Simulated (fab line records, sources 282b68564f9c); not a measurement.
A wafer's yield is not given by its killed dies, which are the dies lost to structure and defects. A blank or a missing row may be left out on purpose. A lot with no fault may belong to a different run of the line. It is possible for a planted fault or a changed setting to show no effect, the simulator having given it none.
Struck lot and sound lot, side by side    flow rit cmos    17 steps out of a route of 202
Sound: wafers L154.1, L154.4, L154.6. The struck wafers were L161.1, L161.3, L161.5. The cause is given at the end.
For every step that has rows: the tool of each side, followed by ch and its chambers, followed by its first start. Under that, the readings that differ: sound wafers    struck wafers    difference of the means    sigmas: that difference in standard deviations of wafers without a fault.
alike: readings with means less than 2 such deviations apart, plus words and numbers identical on both sides. not compared: withheld readings, readings lacking a value on some wafer, bounds such as >300 that could conceal the same value, and numbers that have no deviation in the record and whose values overlap.
The two part at a step that has a row with sigmas, a row that says differs or no value, or rows on one side only. Numbers that have no deviation but don't overlap get no sigmas and don't part them. A reading missing from all wafers of one side parts the sides only when that side holds two or more wafers.

first, 2 steps without rows for these wafers: RIT_NRETRO_HARDBAKE_07 (time 120 s); RIT_NRETRO_IMPLANT_08.
RIT_NRETRO_STRIP_09: strips in O2, time 180 s.
  sound on plasma asher-01 ch 1, day 2 12:11; struck on plasma asher-01 ch 0, day 3 23:52
reading                      sound        struck       difference  sigmas
drypump motor current A (A)  6.0 6.0 6.0  4.7 4.8 4.8  -1.2        -2
  alike: rf refl power W
  not compared: rf hours counter h
RIT_NRETRO_TW_MEAS_10:
  struck on film metro-02, day 4 00:02; sound on film metro-03, day 2 12:22
  alike: NRETRO_TW
then, 6 steps without rows for these wafers: RIT_PRETRO_HMDS_00 (prime time 60 s); RIT_PRETRO_COAT_01 (resist thk 1300 nm); RIT_PRETRO_SOFTBAKE_02 (time 60 s); RIT_PRETRO_EXPOSE_03 (exposes mask M5, target cd 43700 nm); RIT_PRETRO_PEB_04; RIT_PRETRO_DEVELOP_05 (develop time 68 s).
RIT_PRETRO_OVL_MEAS_06:
  struck on overlay-02, day 4 01:07; sound on overlay-02, day 2 13:19
  alike: PRETRO_OVL
then, 1 step without rows for these wafers: RIT_PRETRO_HARDBAKE_07 (time 120 s).
RIT_PRETRO_IMPLANT_08:
  sound on implanter-03 ch 0, day 2 13:35; struck on implanter-03 ch 0, day 4 01:24
reading                           sound                      struck                         difference  sigmas
beam on s (s)                     9.81 9.82 10.17            11.96 12.33 12.15              +2.21       +11
end station pressure torr (Torr)  5.17e-06 5.43e-06 5.2e-06  9.712e-05 9.715e-05 9.587e-05  +9.145e-05  +99 or more
faraday current uA                38.7 39.1 37.5             32.1 31.2 31.6                 -6.8        -9
  alike: dose ions cm2
RIT_PRETRO_STRIP_09: strips in O2, time 180 s.
  sound on plasma asher-04 ch 0,1, day 2 13:44; struck on plasma asher-01 ch 0,1, day 4 01:33
  alike: drypump motor current A, rf refl power W
  not compared: rf hours counter h
RIT_PRETRO_TW_MEAS_10:
  struck on film metro-02, day 4 01:44; sound on film metro-02, day 2 13:55
reading    sound        struck       difference  sigmas
PRETRO_TW  474 471 475  508 508 506  +34         +8
then, 1 step without rows for these wafers: RIT_GATE_WET_ETCH_00 (etches SiO2 in BOE, target depth 56 nm, time 60 s).
RIT_M1_PROBE_99:
  struck on prober-02, day 5 03:40; sound on prober-01, day 3 21:44
reading                                     sound                 struck                difference  sigmas
model.etest.nmos_0p3.r on ohm um            2170 2150 2196        2243 2245 2241        +71         
model.etest.nmos_0p15.r on ohm um           1142 1115 1141        1150 1146 1165        +21         
model.etest.nmos turned.drive ua um         322.6 337.9 322.7     312.2 314.4 318.4     -12.7       
model.etest.nmos_0p15.drive ua um           466.1 475.8 463.5     432 442.4 439         -31         
model.etest.nmos_0p3.drive ua um            222.8 226.7 222.2     207.1 210.6 208.5     -15.2       
model.etest.nmos narrow.drive ua um         225.2 225 218.6       211.7 212.8 215.8     -9.5        
model.etest.nmos_0p15.off log10 a um        -10.11 -9.757 -10.28  -11.01 -10.93 -10.98  -0.92       
model.etest.retro edge nmos.off log10 a um  -10.01 -9.501 -10.15  -10.8 -10.84 -10.92   -1.0        
  alike: killed at front end, killed dies, killed on rim, killed open, killed short

== WHERE THEY PART ==
Earliest at RIT_NRETRO_STRIP_09; latest, in this record, at RIT_PRETRO_TW_MEAS_10. Later steps at which nothing parts them and some readings are alike: RIT_M1_PROBE_99.

WHY: the cause the simulator had injected
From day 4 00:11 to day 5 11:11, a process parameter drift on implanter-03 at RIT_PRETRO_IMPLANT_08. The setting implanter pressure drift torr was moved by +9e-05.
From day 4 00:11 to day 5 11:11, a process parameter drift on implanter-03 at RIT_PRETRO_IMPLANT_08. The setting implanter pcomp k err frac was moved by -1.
